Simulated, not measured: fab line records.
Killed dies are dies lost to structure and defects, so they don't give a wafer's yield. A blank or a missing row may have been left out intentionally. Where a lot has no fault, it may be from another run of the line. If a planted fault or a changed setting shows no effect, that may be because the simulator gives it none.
fab line records + flow rit_cmos
[record]
- lots = 14
- wafers = 41
- last_day = 7
route steps=202 shown M1@196
lots that met no fault: from a run of the same line without faults
start_h: start of the lot's first displayed wafer, in hours after the record's first day + wait_h: hours since the lot's step before + " identical to the entry in the row above + L1.1+2: a single row standing in for several wafers + - no value, or no start was given + * or withheld: withheld + < > ~ a bound
route shown NAME@n: a module of which the file shows steps, and the number in the route of the first + usual: average and standard deviation across the fault-free wafers + same: alike in all rows + chamber/n: place in a boat + sites: per-site readings + _std_site: the standard deviation of these + _edge_site: outer sites' mean less inner sites' + radius_mm: for every site, how far away it sits from the centre of the wafer + mask NAME#n: copy n + behind: tool/chamber where the wafer was last shaped + hold: why the lot went on hold/how many hours it stayed there/how the hold came to an end + device: the transistor (n, p or np) that didn't switch + end of line: the tests these same wafers got at the end of their route + a step without rows: its recipe alone + killed: dies that structure and defects cost at the first sort, which is not the same as the wafer's yield + map: shows each die of a wafer: x if killed, . if not, _ if none is there
set.NAME: setting as actually run; set.NAME@STEP: the setting as run at that earlier step + model.NAME: the simulator's own value behind a step, which no gauge read
one table for each step of the route and one row for each wafer, over a sample of lots
services: the hour from which a tool's chamber was out of use, counted from the record's first day as start_h (under 0 if before that day), plus the number of hours and why
[[steps]]
[step RIT_M1_METAL_ETCH_12]
[recipe]
- stop_on = SiO2
- chemistry = Cl2/BCl3
- target = Al
- time_s = 165
- over_etch_frac = 0.5
- pressure_mtorr = 100
- target_depth_a = 6000
- rf_w = 250
- Cl2_flow_sccm = 60
- bcl3_flow_sccm = 50
[usual]
- bcl3_flow_sccm = 49.98/0.15
- chamber_pressure_mTorr = 100.00/0.095
- drypump_motor_current_A = 6.1/0.41
- mfc_cl2_sccm = 60.00/0.17
- oes_product_au = 0.775/0.016
- over_etch_frac = 0.5/0
- throttle_valve_pct = 8.25/0.15
| lot.wafer | tool         | chamber | start_h | wait_h | bcl3_flow_sccm | chamber_pressure_mTorr | drypump_motor_current_A | mfc_cl2_sccm | oes_product_au | over_etch_frac | rf_hours_counter_h | throttle_valve_pct |
|-----------|--------------|---------|---------|--------|----------------|------------------------|-------------------------|--------------|----------------|----------------|--------------------|--------------------|
| L882.1    | rie_metal-04 | 1       | 82.17   | 0.2    | 50.09          | 99.98                  | 6.0                     | 60.31        | 0.789          | 0.5            | 2                  | 8.32               |
| L882.4    | "            | 1       | "       | "      | 49.85          | 100.00                 | 6.0                     | 60.24        | 0.798          | 0.5            | -                  | 8.31               |
| L882.6    | "            | 0       | "       | "      | 50.17          | 99.97                  | 6.3                     | 59.91        | 0.789          | 0.5            | -                  | 8.22               |
| L883.1    | rie_metal-02 | 0       | 87.47   | 0.2    | 49.59          | 100.00                 | 6.4                     | 60.18        | 0.766          | 0.5            | 5                  | 8.06               |
| L883.4    | "            | 0       | "       | "      | 49.66          | 99.89                  | 6.4                     | 60.16        | 0.750          | 0.5            | -                  | 8.06               |
| L883.5    | "            | 0       | "       | "      | 49.81          | 99.96                  | 6.5                     | 59.97        | 0.757          | 0.5            | -                  | 8.06               |
| L884.2    | rie_metal-03 | 0       | 89.74   | 0.2    | 49.96          | 99.79                  | 6.1                     | 60.14        | 0.750          | 0.5            | 35                 | 8.54               |
| L884.4    | "            | 1       | "       | "      | 50.31          | 99.93                  | 5.1                     | 59.96        | 0.773          | 0.5            | -                  | 8.18               |
| L884.6    | "            | 1       | "       | "      | 49.98          | 100.04                 | 5.1                     | 59.86        | 0.768          | 0.5            | -                  | 8.17               |
| L885.4    | rie_metal-04 | 1       | 93.41   | 0.1    | 50.13          | 99.99                  | 6.0                     | 59.99        | 0.804          | 0.5            | -                  | 8.31               |
| L885.5    | "            | 1       | "       | "      | 50.22          | 99.95                  | 6.0                     | 60.04        | 0.791          | 0.5            | -                  | 8.33               |
| L885.6    | "            | 0       | "       | "      | 50.17          | 100.05                 | 6.3                     | 59.98        | 0.794          | 0.5            | -                  | 8.21               |
| L886.3    | rie_metal-02 | 1       | 100.72  | 0.2    | 49.93          | 99.96                  | 6.3                     | 59.96        | 0.761          | 0.5            | -                  | 8.25               |
| L886.4    | "            | 0       | "       | "      | 50.00          | 100.13                 | 6.4                     | 59.90        | 0.755          | 0.5            | -                  | 8.05               |
| L886.6    | "            | 1       | "       | "      | 49.98          | 100.02                 | 6.3                     | 59.84        | 0.755          | 0.5            | -                  | 8.27               |
| L887.1    | rie_metal-03 | 0       | 105.66  | 0.2    | 50.04          | 100.13                 | 6.1                     | 59.84        | 0.761          | 0.5            | 35                 | 8.53               |
| L887.3    | "            | 1       | "       | "      | 50.13          | 99.91                  | 5.1                     | 60.06        | 0.771          | 0.5            | -                  | 8.16               |
| L887.4    | "            | 0       | "       | "      | 49.76          | 99.93                  | 6.1                     | 59.80        | 0.752          | 0.5            | -                  | 8.53               |
| L890.1    | rie_metal-03 | 1       | 119.11  | 0.2    | 49.91          | 99.77                  | 5.2                     | 59.93        | 0.777          | 0.5            | 40                 | 8.16               |
| L890.4    | "            | 1       | "       | "      | 49.96          | 100.13                 | 5.2                     | 59.94        | 0.780          | 0.5            | -                  | 8.17               |
| L890.5    | "            | 0       | "       | "      | 50.02          | 99.92                  | 6.1                     | 60.27        | 0.762          | 0.5            | -                  | 8.54               |
| L891.3    | rie_metal-04 | 1       | 122.29  | 0.2    | 49.81          | 100.09                 | 6.0                     | 59.96        | 0.792          | 0.5            | -                  | 8.33               |
| L891.5    | "            | 0       | "       | "      | 49.98          | 100.12                 | 6.3                     | 59.98        | 0.797          | 0.5            | -                  | 8.23               |
| L891.6    | "            | 1       | "       | "      | 49.60          | 100.06                 | 6.0                     | 59.75        | 0.800          | 0.5            | -                  | 8.32               |
| L892.3    | rie_metal-02 | 1       | 125.63  | 0.2    | 50.00          | 99.92                  | 6.4                     | 60.03        | 0.761          | 0.5            | -                  | 8.25               |
| L892.5    | "            | 0       | "       | "      | 50.17          | 100.12                 | 6.5                     | 60.23        | 0.766          | 0.5            | -                  | 8.04               |
| L892.6    | "            | 1       | "       | "      | 50.01          | 100.00                 | 6.4                     | 59.90        | 0.756          | 0.5            | -                  | 8.26               |
| L893.3    | rie_metal-04 | 0       | 136.33  | 0.2    | 50.09          | 100.00                 | 6.3                     | 60.24        | 0.799          | 0.5            | -                  | 8.22               |
| L893.4    | "            | 1       | "       | "      | 49.92          | 100.19                 | 6.0                     | 60.09        | 0.811          | 0.5            | -                  | 8.32               |
| L893.6    | "            | 1       | "       | "      | 50.08          | 100.02                 | 6.0                     | 60.03        | 0.815          | 0.5            | -                  | 8.33               |
| L894.2    | rie_metal-02 | 0       | 139.77  | 0.2    | 49.95          | 100.16                 | 6.5                     | 59.86        | 0.766          | 0.5            | 6                  | 8.05               |
| L894.3    | "            | 1       | "       | "      | 49.73          | 100.05                 | 6.3                     | 59.86        | 0.768          | 0.5            | -                  | 8.27               |
| L894.5    | "            | 0       | "       | "      | 49.92          | 99.91                  | 6.5                     | 60.04        | 0.761          | 0.5            | -                  | 8.05               |
| L896.1    | rie_metal-02 | 1       | 150.75  | 0.2    | -              | -                      | -                       | -            | -              | -              | -                  | -                  |
| L896.2    | "            | 0       | "       | "      | -              | -                      | -                       | -            | -              | -              | -                  | -                  |
| L896.3    | "            | 1       | "       | "      | -              | -                      | -                       | -            | -              | -              | -                  | -                  |
| L897.3    | rie_metal-04 | 1       | 153.34  | 0.2    | -              | -                      | -                       | -            | -              | -              | -                  | -                  |
| L897.6    | "            | 0       | "       | "      | -              | -                      | -                       | -            | -              | -              | -                  | -                  |
| L901.1    | rie_metal-03 | 1       | 175.17  | 0.2    | 49.88          | 100.03                 | 5.2                     | 59.83        | 0.752          | 0.5            | 0                  | 8.18               |
| L901.4    | "            | 1       | "       | "      | 50.11          | 100.02                 | 5.2                     | 59.99        | 0.751          | 0.5            | -                  | 8.17               |
| L901.5    | "            | 1       | "       | "      | 49.83          | 100.14                 | 5.1                     | 60.11        | 0.747          | 0.5            | -                  | 8.17               |
[step RIT_M1_CD_MEAS_90]
[recipe]
- target_cd_nm = 2600
[usual]
- cd_nm = 2600/3.2
| lot.wafer | tool      | chamber | start_h | wait_h | cd_nm |
|-----------|-----------|---------|---------|--------|-------|
| L882.1    | cd_sem-01 | -       | 82.70   | 0.1    | 2595  |
| L882.4    | "         | -       | "       | "      | 2596  |
| L882.6    | "         | -       | "       | "      | 2594  |
| L883.1    | cd_sem-02 | -       | 88.32   | 0.1    | 2600  |
| L883.4    | "         | -       | "       | "      | 2602  |
| L883.5    | "         | -       | "       | "      | 2600  |
| L884.2    | cd_sem-02 | -       | 90.29   | 0.1    | 2600  |
| L884.4    | "         | -       | "       | "      | 2597  |
| L884.6    | "         | -       | "       | "      | 2599  |
| L885.4    | cd_sem-02 | -       | 93.93   | 0.1    | 2599  |
| L885.5    | "         | -       | "       | "      | 2598  |
| L885.6    | "         | -       | "       | "      | 2602  |
| L886.3    | cd_sem-02 | -       | 101.39  | 0.1    | 2606  |
| L886.4    | "         | -       | "       | "      | 2606  |
| L886.6    | "         | -       | "       | "      | 2604  |
| L887.1    | cd_sem-02 | -       | 106.35  | 0.1    | 2604  |
| L887.3    | "         | -       | "       | "      | 2603  |
| L887.4    | "         | -       | "       | "      | 2602  |
| L890.1    | cd_sem-01 | -       | 119.62  | 0.1    | 2599  |
| L890.4    | "         | -       | "       | "      | 2597  |
| L890.5    | "         | -       | "       | "      | 2602  |
| L891.3    | cd_sem-01 | -       | 122.80  | 0.1    | 2599  |
| L891.5    | "         | -       | "       | "      | 2604  |
| L891.6    | "         | -       | "       | "      | 2597  |
| L892.3    | cd_sem-02 | -       | 126.13  | 0.1    | 2602  |
| L892.5    | "         | -       | "       | "      | 2603  |
| L892.6    | "         | -       | "       | "      | 2604  |
| L893.3    | cd_sem-01 | -       | 136.84  | 0.1    | 2599  |
| L893.4    | "         | -       | "       | "      | 2595  |
| L893.6    | "         | -       | "       | "      | 2596  |
| L894.2    | cd_sem-02 | -       | 140.30  | 0.1    | 2606  |
| L894.3    | "         | -       | "       | "      | 2605  |
| L894.5    | "         | -       | "       | "      | 2602  |
| L896.1    | cd_sem-02 | -       | 151.26  | 0.1    | -     |
| L896.2    | "         | -       | "       | "      | -     |
| L896.3    | "         | -       | "       | "      | -     |
| L897.3    | cd_sem-02 | -       | 153.84  | 0.1    | -     |
| L897.6    | "         | -       | "       | "      | -     |
| L901.1    | cd_sem-01 | -       | 175.68  | 0.1    | 2597  |
| L901.4    | "         | -       | "       | "      | 2596  |
| L901.5    | "         | -       | "       | "      | 2598  |
[step RIT_M1_PROBE_99]
[usual]
- defect_limited_yield = 97.4/1.2
- killed_at_M0_to_M3 = 0.0/0.083
- killed_at_contacts = 0.0/0.22
- killed_at_front_end = 7/3
- killed_dies = 7/3.1
- killed_on_rim = 1.8/1.4
- killed_open = 3.4/2.1
- killed_short = 3.4/2
- sort_bin_3_pad_short = 0.1/0.23
- sort_bin_5_function = 1.5/0.76
- sort_bin_6_memory = 1.0/0.74
- sort_n_pass = 257/3.1
- sort_yield_pct = 97.4/1.2
[same]
- gross_dies = 264
- killed_at_M4_up = 0
- killed_at_back_side = 0
- killed_at_other = 0
| lot.wafer | tool      | chamber | start_h | wait_h | defect_limited_yield[%] | killed_at_M0_to_M3 | killed_at_contacts | killed_at_front_end | killed_dies | killed_on_rim | killed_open | killed_short | sort_bin_3_pad_short[%] | sort_bin_5_function[%] | sort_bin_6_memory[%] | sort_n_pass | sort_yield_pct[%] |
|-----------|-----------|---------|---------|--------|-------------------------|--------------------|--------------------|---------------------|-------------|---------------|-------------|--------------|-------------------------|------------------------|----------------------|-------------|-------------------|
| L882.1    | prober-01 | -       | 84.44   | 0.1    | 95.5                    | 0                  | 0                  | 12                  | 12          | 2             | 4           | 8            | 0                       | 3.4                    | 1.1                  | 252         | 95.5              |
| L882.4    | prober-01 | -       | 84.59   | 0.2    | 98.1                    | 0                  | 0                  | 5                   | 5           | 0             | 1           | 4            | 0                       | 1.1                    | 0.8                  | 259         | 98.1              |
| L882.6    | prober-01 | -       | 84.69   | 0.2    | 98.5                    | 0                  | 0                  | 4                   | 4           | 2             | 2           | 2            | 0.4                     | 0.8                    | 0.4                  | 260         | 98.5              |
| L883.1    | prober-02 | -       | 90.06   | 0.1    | 96.2                    | 0                  | 0                  | 10                  | 10          | 3             | 5           | 5            | 0.4                     | 1.1                    | 2.3                  | 254         | 96.2              |
| L883.4    | prober-02 | -       | 90.21   | 0.2    | 97.7                    | 0                  | 0                  | 6                   | 6           | 0             | 4           | 2            | 0.4                     | 1.9                    | 0                    | 258         | 97.7              |
| L883.5    | prober-02 | -       | 90.26   | 0.2    | 98.1                    | 0                  | 0                  | 5                   | 5           | 2             | 2           | 3            | 0.4                     | 0.8                    | 0.8                  | 259         | 98.1              |
| L884.2    | prober-01 | -       | 92.06   | 0.1    | 95.8                    | 0                  | 0                  | 11                  | 11          | 4             | 7           | 4            | 0.4                     | 2.3                    | 1.5                  | 253         | 95.8              |
| L884.4    | prober-01 | -       | 92.16   | 0.2    | 97.0                    | 0                  | 0                  | 8                   | 8           | 4             | 4           | 4            | 0                       | 1.5                    | 1.5                  | 256         | 97.0              |
| L884.6    | prober-01 | -       | 92.26   | 0.2    | 97.0                    | 0                  | 0                  | 8                   | 8           | 5             | 5           | 3            | 0                       | 2.3                    | 0.8                  | 256         | 97.0              |
| L885.4    | prober-02 | -       | 95.76   | 0.2    | 95.5                    | 0                  | 0                  | 12                  | 12          | 3             | 6           | 6            | 0.4                     | 1.1                    | 3.0                  | 252         | 95.5              |
| L885.5    | prober-02 | -       | 95.81   | 0.2    | 96.6                    | 0                  | 0                  | 9                   | 9           | 2             | 5           | 4            | 0.4                     | 1.9                    | 1.1                  | 255         | 96.6              |
| L885.6    | prober-02 | -       | 95.86   | 0.2    | 95.8                    | 0                  | 0                  | 11                  | 11          | 2             | 5           | 6            | 0.4                     | 3.0                    | 0.8                  | 253         | 95.8              |
| L890.1    | prober-01 | -       | 121.36  | 0.1    | 97.0                    | 0                  | 0                  | 8                   | 8           | 2             | 3           | 5            | 0                       | 1.5                    | 1.5                  | 256         | 97.0              |
| L890.4    | prober-01 | -       | 121.51  | 0.2    | 99.6                    | 0                  | 0                  | 1                   | 1           | 0             | 0           | 1            | 0                       | 0.4                    | 0                    | 263         | 99.6              |
| L890.5    | prober-01 | -       | 121.56  | 0.2    | 99.2                    | 0                  | 0                  | 2                   | 2           | 0             | 1           | 1            | 0                       | 0.8                    | 0                    | 262         | 99.2              |
| L893.3    | prober-02 | -       | 138.64  | 0.2    | 95.5                    | 0                  | 0                  | 12                  | 12          | 4             | 8           | 4            | 0                       | 3.8                    | 0.8                  | 252         | 95.5              |
| L893.4    | prober-02 | -       | 138.69  | 0.2    | 97.0                    | 0                  | 0                  | 8                   | 8           | 1             | 6           | 2            | 0                       | 1.5                    | 1.5                  | 256         | 97.0              |
| L893.6    | prober-02 | -       | 138.79  | 0.2    | 98.5                    | 0                  | 0                  | 4                   | 4           | 1             | 1           | 3            | 0.4                     | 0.8                    | 0.4                  | 260         | 98.5              |
| L894.2    | prober-01 | -       | 142.07  | 0.1    | 98.5                    | 0                  | 0                  | 4                   | 4           | 1             | 3           | 1            | 0                       | 1.1                    | 0.4                  | 260         | 98.5              |
| L894.3    | prober-01 | -       | 142.12  | 0.2    | 96.6                    | 0                  | 0                  | 9                   | 9           | 3             | 3           | 6            | 0.8                     | 0.8                    | 1.9                  | 255         | 96.6              |
| L894.5    | prober-01 | -       | 142.22  | 0.2    | 98.9                    | 0                  | 0                  | 3                   | 3           | 0             | 1           | 2            | 0                       | 1.1                    | 0                    | 261         | 98.9              |
| L896.1    | prober-01 | -       | 153.00  | 0.1    | 0                       | 258                | 0                  | 6                   | 264         | 70            | 2           | 4            | 0                       | 99.6                   | 0.4                  | 0           | 0                 |
| L896.2    | prober-01 | -       | 153.05  | 0.1    | 0                       | 261                | 0                  | 3                   | 264         | 70            | 3           | 0            | 0                       | 98.9                   | 1.1                  | 0           | 0                 |
| L896.3    | prober-01 | -       | 153.10  | 0.2    | 0                       | 259                | 0                  | 5                   | 264         | 70            | 1           | 4            | 0                       | 98.5                   | 1.5                  | 0           | 0                 |
| L897.3    | prober-02 | -       | 155.64  | 0.2    | 0                       | 252                | 0                  | 12                  | 264         | 70            | 8           | 4            | 0.4                     | 97.7                   | 1.9                  | 0           | 0                 |
| L897.6    | prober-02 | -       | 155.79  | 0.2    | 0                       | 260                | 0                  | 4                   | 264         | 70            | 3           | 1            | 0                       | 100.0                  | 0                    | 0           | 0                 |
// killed by level:class
L882.1 GATE:geometric_particle:short=5 FOX1:geometric_particle:open=3 SPACER:geometric_particle:short=2 FOX1:geometric_particle:short=1 SILICIDE:geometric_particle:open=1
L882.4 SILICIDE:geometric_particle:short=2 GATE:geometric_particle:open=1 GATE:geometric_particle:short=1 SPACER:geometric_particle:short=1
L882.6 GATE:geometric_particle:short=1 GATE:geometric_particle:open=1 SILICIDE:geometric_particle:open=1 SILICIDE:geometric_particle:short=1
L883.1 SILICIDE:geometric_particle:open=3 GATE:geometric_particle:short=2 REOX:geometric_particle:short=2 FOX2:geometric_particle:open=1 REOX:geometric_particle:open=1 SILICIDE:geometric_particle:short=1
L883.4 REOX:geometric_particle:open=2 GATE:geometric_particle:open=1 GATE:geometric_particle:short=1 REOX:geometric_particle:short=1 SILICIDE:geometric_particle:open=1
L883.5 FOX1:geometric_particle:open=1 REOX:geometric_particle:short=1 SPACER:geometric_particle:open=1 SPACER:geometric_particle:short=1 SILICIDE:geometric_particle:short=1
L884.2 FOX1:geometric_particle:open=3 GATE:geometric_particle:open=3 SPACER:geometric_particle:short=2 GATE:geometric_particle:short=1 REOX:geometric_particle:short=1 SPACER:geometric_particle:open=1
L884.4 FOX1:geometric_particle:short=2 GATE:geometric_particle:short=2 FOX1:geometric_particle:open=1 FOX2:geometric_particle:open=1 GATE:geometric_particle:open=1 SILICIDE:geometric_particle:open=1
L884.6 GATE:geometric_particle:open=2 REOX:geometric_particle:short=2 FOX1:geometric_particle:open=1 GATE:geometric_particle:short=1 SPACER:geometric_particle:open=1 SILICIDE:geometric_particle:open=1
L885.4 FOX1:geometric_particle:open=4 FOX1:geometric_particle:short=2 REOX:geometric_particle:short=2 GATE:geometric_particle:open=1 GATE:geometric_particle:short=1 SILICIDE:geometric_particle:open=1 SILICIDE:geometric_particle:short=1
L885.5 FOX1:geometric_particle:short=2 FOX2:geometric_particle:open=2 REOX:geometric_particle:open=2 FOX2:geometric_particle:short=1 GATE:geometric_particle:open=1 REOX:geometric_particle:short=1
L885.6 GATE:geometric_particle:short=3 FOX1:geometric_particle:open=2 SPACER:geometric_particle:short=2 FOX1:geometric_particle:short=1 FOX2:geometric_particle:open=1 REOX:geometric_particle:open=1 SILICIDE:geometric_particle:open=1
L890.1 REOX:geometric_particle:open=2 SILICIDE:geometric_particle:short=2 FOX1:geometric_particle:short=1 FOX1:geometric_particle:open=1 GATE:geometric_particle:short=1 REOX:geometric_particle:short=1
L890.4 GATE:geometric_particle:short=1
L890.5 REOX:geometric_particle:short=1 SILICIDE:geometric_particle:open=1
L893.3 GATE:geometric_particle:open=4 GATE:geometric_particle:short=3 REOX:geometric_particle:open=2 FOX1:geometric_particle:short=1 FOX1:geometric_particle:open=1 SPACER:geometric_particle:open=1
L893.4 SPACER:geometric_particle:open=3 SILICIDE:geometric_particle:open=2 GATE:geometric_particle:short=1 GATE:geometric_particle:open=1 SILICIDE:geometric_particle:short=1
L893.6 FOX1:geometric_particle:short=1 GATE:geometric_particle:short=1 SILICIDE:geometric_particle:open=1 SILICIDE:geometric_particle:short=1
L894.2 FOX1:geometric_particle:open=1 FOX1:geometric_particle:short=1 GATE:geometric_particle:open=1 SILICIDE:geometric_particle:open=1
L894.3 FOX2:geometric_particle:short=2 FOX1:geometric_particle:open=1 FOX1:geometric_particle:short=1 GATE:geometric_particle:short=1 REOX:geometric_particle:open=1 SPACER:geometric_particle:open=1 SPACER:geometric_particle:short=1 SILICIDE:geometric_particle:short=1
L894.5 FOX1:geometric_particle:short=1 GATE:geometric_particle:open=1 SPACER:geometric_particle:short=1
L896.1 M1:area_etch=258 SILICIDE:geometric_particle:short=2 FOX1:geometric_particle:short=1 FOX2:geometric_particle:open=1 FOX2:geometric_particle:short=1 GATE:geometric_particle:open=1
L896.2 M1:area_etch=261 FOX2:geometric_particle:open=1 GATE:geometric_particle:open=1 SILICIDE:geometric_particle:open=1
L896.3 M1:area_etch=259 SILICIDE:geometric_particle:short=2 FOX1:geometric_particle:short=1 SPACER:geometric_particle:short=1 SILICIDE:geometric_particle:open=1
L897.3 M1:area_etch=252 REOX:geometric_particle:open=4 GATE:geometric_particle:open=3 GATE:geometric_particle:short=2 FOX1:geometric_particle:short=1 FOX2:geometric_particle:open=1 FOX2:geometric_particle:short=1
L897.6 M1:area_etch=260 GATE:geometric_particle:open=2 GATE:geometric_particle:short=1 SILICIDE:geometric_particle:open=1
[[services]]
| tool         | chamber | start_h | hours | kind       |
|--------------|---------|---------|-------|------------|
| rie_metal-02 | 1       | 74.30   | 22.1  | repair     |
| rie_metal-03 | -       | 136.12  | 20.0  | pm         |
| rie_metal-03 | 0       | 136.12  | 20.0  | vent_cycle |
| rie_metal-03 | 1       | 136.12  | 20.0  | vent_cycle |
| rie_metal-02 | 1       | 140.00  | 1.1   | repair     |
| rie_metal-02 | -       | 154.38  | 14.6  | pm         |
| rie_metal-03 | 0       | 156.12  | -     | clean      |
| rie_metal-03 | 1       | 156.12  | -     | clean      |
[[key]]
[first_sign]
- step = RIT_M1_METAL_ETCH_12
- reading = tool_record
- direction = missing
[effect]
- step = RIT_M1_CD_MEAS_90
- reading = cd_nm
- direction = missing
[effect]
- step = RIT_M1_PROBE_99
- reading = killed_at_M0_to_M3
- direction = up
- sigmas = 99+
- usual = 0.0
- struck = 258
[more_kills_born_at]
- RIT_M1_METAL_ETCH_12@rie_metal-02 = 778
- RIT_M1_METAL_ETCH_12@rie_metal-04 = 512
met_at RIT_M1_METAL_ETCH_12
struck_lots L896,L897
later_rows_left_out L896.1,L896.2,L896.3,L897.3,L897.6
onset_between 139.77 150.75
[fault]
- kind = skipped_step_whole
- tool = rie_metal-02,rie_metal-03,rie_metal-04
- chamber = -
- onset_h = 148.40
- steps = RIT_M1_METAL_ETCH_12
- scope = struck_lots_only
// later_rows_left_out: the simulator's readings of these wafers behind a module that went badly wrong aren't trusted and aren't shown, but for the sort
